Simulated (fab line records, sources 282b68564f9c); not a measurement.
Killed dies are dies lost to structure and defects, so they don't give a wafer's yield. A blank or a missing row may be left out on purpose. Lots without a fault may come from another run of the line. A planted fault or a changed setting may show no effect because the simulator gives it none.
A struck lot beside a sound one | flow rit_cmos | 17 steps out of a route of 202
Sound: wafers L227.1, L227.3, L227.6. Struck: wafers L237.1, L237.2, L237.3. The cause comes at the end.
At each step with rows: each side's tool, then ch and its chambers, then its first start. Under that, the readings that differ: sound wafers | struck wafers | difference of the means | sigmas: that difference in standard deviations of wafers without a fault.
alike: readings whose means differ by less than 2 such deviations, and words and numbers that are the same on both sides. not compared: withheld readings, readings that some wafer has no value for, bounds like >300 that may hide the same value, and numbers for which the record gives no deviation and whose values overlap.
The two part at a step that has a row with sigmas, a row that says differs or no value, or rows on one side only. Numbers that don't overlap but have no deviation are shown without sigmas and don't part them. A reading that every wafer of one side lacks parts them only if that side has two wafers or more.

RIT_FOX2_THK_MEAS_01:
  sound on film_metro-03, day 1 19:21; struck on film_metro-03, day 3 22:47
  alike: FOX2_OXIDE_THK
then, 2 steps without rows for these wafers: RIT_FOX2_CLEAN_02 (cleans in dHF, time 180 s); RIT_FOX2_WET_ETCH_03 (etches Si3N4 in H3PO4, target depth 195 nm, time 2700 s).
RIT_FOX2_THK_MEAS_90:
  sound on film_metro-04, day 1 20:14; struck on film_metro-03, day 3 23:40
  alike: FIELD_OXIDE_LEFT_1_THK
then, 6 steps without rows for these wafers: RIT_NWELL_HMDS_00 (prime time 60 s); RIT_NWELL_COAT_01 (resist thk 1300 nm); RIT_NWELL_SOFTBAKE_02 (time 60 s); RIT_NWELL_EXPOSE_03 (exposes mask M2, target cd 43900 nm); RIT_NWELL_PEB_04; RIT_NWELL_DEVELOP_05 (develop time 68 s).
RIT_NWELL_OVL_MEAS_06:
  sound on overlay-01, day 1 21:17; struck on overlay-01, day 4 00:42
  alike: NWELL_OVL
then, 1 step without rows for these wafers: RIT_NWELL_HARDBAKE_07 (time 120 s).
RIT_NWELL_IMPLANT_08:
  sound on implanter-01 ch 0, day 1 21:35; struck on implanter-03 ch 0, day 4 00:59
  reading                   | sound                | struck               | difference | sigmas
  beam_energy_keV           | 169.99 169.89 169.95 | 139.32 139.42 139.39 | -30.57     | -99 or more
  model.implant.rp_nm (nm)  | 210 210 210          | 171.2 171.2 171.2    | -38.8      |
  model.implant.drp_nm (nm) | 68.82 68.82 68.82    | 59.23 59.23 59.23    | -9.59      |
RIT_NWELL_STRIP_09: strips in O2, time 180 s.
  sound on plasma_asher-01 ch 1, day 1 21:44; struck on plasma_asher-04 ch 0,1, day 4 01:08
  alike: drypump_motor_current_A
  not compared: rf_hours_counter_h
RIT_NWELL_TW_MEAS_10:
  sound on film_metro-02, day 1 21:55; struck on film_metro-03, day 4 01:19
  reading  | sound          | struck         | difference | sigmas
  NWELL_TW | 2153 2139 2143 | 2045 2045 2057 | -96        | -10
then, 1 step without rows for these wafers: RIT_PWELL_HMDS_00 (prime time 60 s).
RIT_M1_PROBE_99:
  sound on prober-02, day 3 12:40; struck on prober-02, day 5 18:08
  reading                                | sound                   | struck                  | difference | sigmas
  model.etest.nwell_pinched.rs_ohm_sq    | 336.7 339.5 336.5       | 350.3 342.4 341.5       | +7.2       |
  model.etest.well_edge_left.line_ohm_um | 183 181.5 183           | 185.6 186.2 187.6       | +4.0       |
  model.etest.field_p_metal.vt_v (V)     | -28.53 -28.21 -28.58    | -25.7 -25.67 -26.03     | +2.6       |
  model.etest.field_p.vt_v (V)           | -12.43 -12.52 -12.5     | -11.19 -11.05 -11.08    | +1.38      |
  model.etest.iso_nwell_nwell.bv_v (V)   | 21.96 22.42 22.17       | 22.61 22.52 22.87       | +0.48      |
  model.etest.pmos_narrow.vt_less_v (V)  | 0.02359 0.02292 0.02338 | 0.02647 0.02547 0.02744 | +0.00316   |
  alike: killed_at_contacts, killed_at_front_end, killed_dies, killed_open, killed_short
  not compared: model.etest.well_edge_right.line_ohm_um, model.etest.iso_pplus_pwell.lateral_log10_a_um

WHERE THEY PART
First at RIT_NWELL_IMPLANT_08; last, within this record, at RIT_NWELL_TW_MEAS_10. Later steps at which nothing parts them and some readings are alike: RIT_M1_PROBE_99.

WHY: what the simulator had put in
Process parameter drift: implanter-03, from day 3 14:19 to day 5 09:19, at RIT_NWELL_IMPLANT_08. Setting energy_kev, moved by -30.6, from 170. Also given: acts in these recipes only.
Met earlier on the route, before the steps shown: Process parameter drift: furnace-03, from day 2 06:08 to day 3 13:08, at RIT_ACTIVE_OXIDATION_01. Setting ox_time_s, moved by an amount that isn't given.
